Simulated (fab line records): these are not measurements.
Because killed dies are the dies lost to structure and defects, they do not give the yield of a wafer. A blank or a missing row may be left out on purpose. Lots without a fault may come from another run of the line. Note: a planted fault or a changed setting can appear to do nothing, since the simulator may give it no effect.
A lot that was struck, set against a sound lot || flow ritCmos || 14 out of 202 route steps
Sound: these wafers, L285.3, L285.4, L285.6. Struck: wafers L296.2, L296.3, L296.6. Last of all comes the cause.
Order at every step that has rows: each side's tool, ch and its chambers, its first start. Under that, the readings that differ: sound wafers || struck wafers || difference of the means || sigmas: that difference in standard deviations of wafers without a fault.
alike: readings with means less than 2 such deviations apart, plus words and numbers identical on both sides. not compared: withheld readings, readings lacking a value on some wafer, bounds such as >300 that could conceal the same value, and numbers that have no deviation in the record and whose values overlap.
A row with sigmas, a row that says differs or no value, or rows on one side alone: a step with any of these is where the two part. Numbers that don't overlap but have no deviation are shown without sigmas and don't part them. A reading that every wafer of one side lacks parts them only if that side has two wafers or more.

first, 3 steps without rows for these wafers: RIT_NLDD_EXPOSE_03 (exposes mask M7, target cd 40700 nm); RIT_NLDD_PEB_04; RIT_NLDD_DEVELOP_05 (develop time 50 s).
RIT_NLDD_OVL_MEAS_06:
  sound on overlay-01 at day 2 23:19; struck on overlay-01 at day 5 06:20
{"reading": "NLDD_OVL (nm)", "sound": "1.1 1.7 3.3", "struck": "-0.7 -1.5 0.0", "difference": -2.8, "sigmas": -2}
then, 2 steps without rows for these wafers: RIT_NLDD_HARDBAKE_07 (time 60 s); RIT_NLDD_IMPLANT_08.
RIT_NLDD_STRIP_09: strips in O2, time 180 s.
  sound on plasmaAsher-04 ch 0,1, day 2 23:43; struck on plasmaAsher-04 ch 0, day 5 06:40
  alike: drypumpMotorCurrentA
  not compared: rfHoursCounterH
RIT_NLDD_TW_MEAS_10:
  sound on filmMetro-04 at day 2 23:50; struck on filmMetro-02 at day 5 06:50
  alike: NLDD_TW
then, 4 steps without rows for these wafers: RIT_PLDD_HMDS_00 (prime time 60 s); RIT_PLDD_COAT_01 (resist thk 982.6 nm); RIT_PLDD_SOFTBAKE_02 (time 60 s); RIT_PLDD_EXPOSE_03 (exposes mask M8, target cd 40900 nm).
RIT_PLDD_PEB_04:
  struck on lithoTrack-04, day 5 07:37; sound on lithoTrack-02 ch 0, day 3 00:37
{"reading": "exhaustPa (Pa)", "sound": "45.4 43.9 44.5", "struck": "- - -", "difference": "no value on the struck wafers", "sigmas": ""}
  not compared: chillPlateTempC
then, 1 step without rows for these wafers: RIT_PLDD_DEVELOP_05 (develop time 50 s).

WHERE THEY PART
Last at RIT_PLDD_PEB_04 as far as this record goes, first at RIT_NLDD_OVL_MEAS_06.

WHY: the cause the simulator had injected
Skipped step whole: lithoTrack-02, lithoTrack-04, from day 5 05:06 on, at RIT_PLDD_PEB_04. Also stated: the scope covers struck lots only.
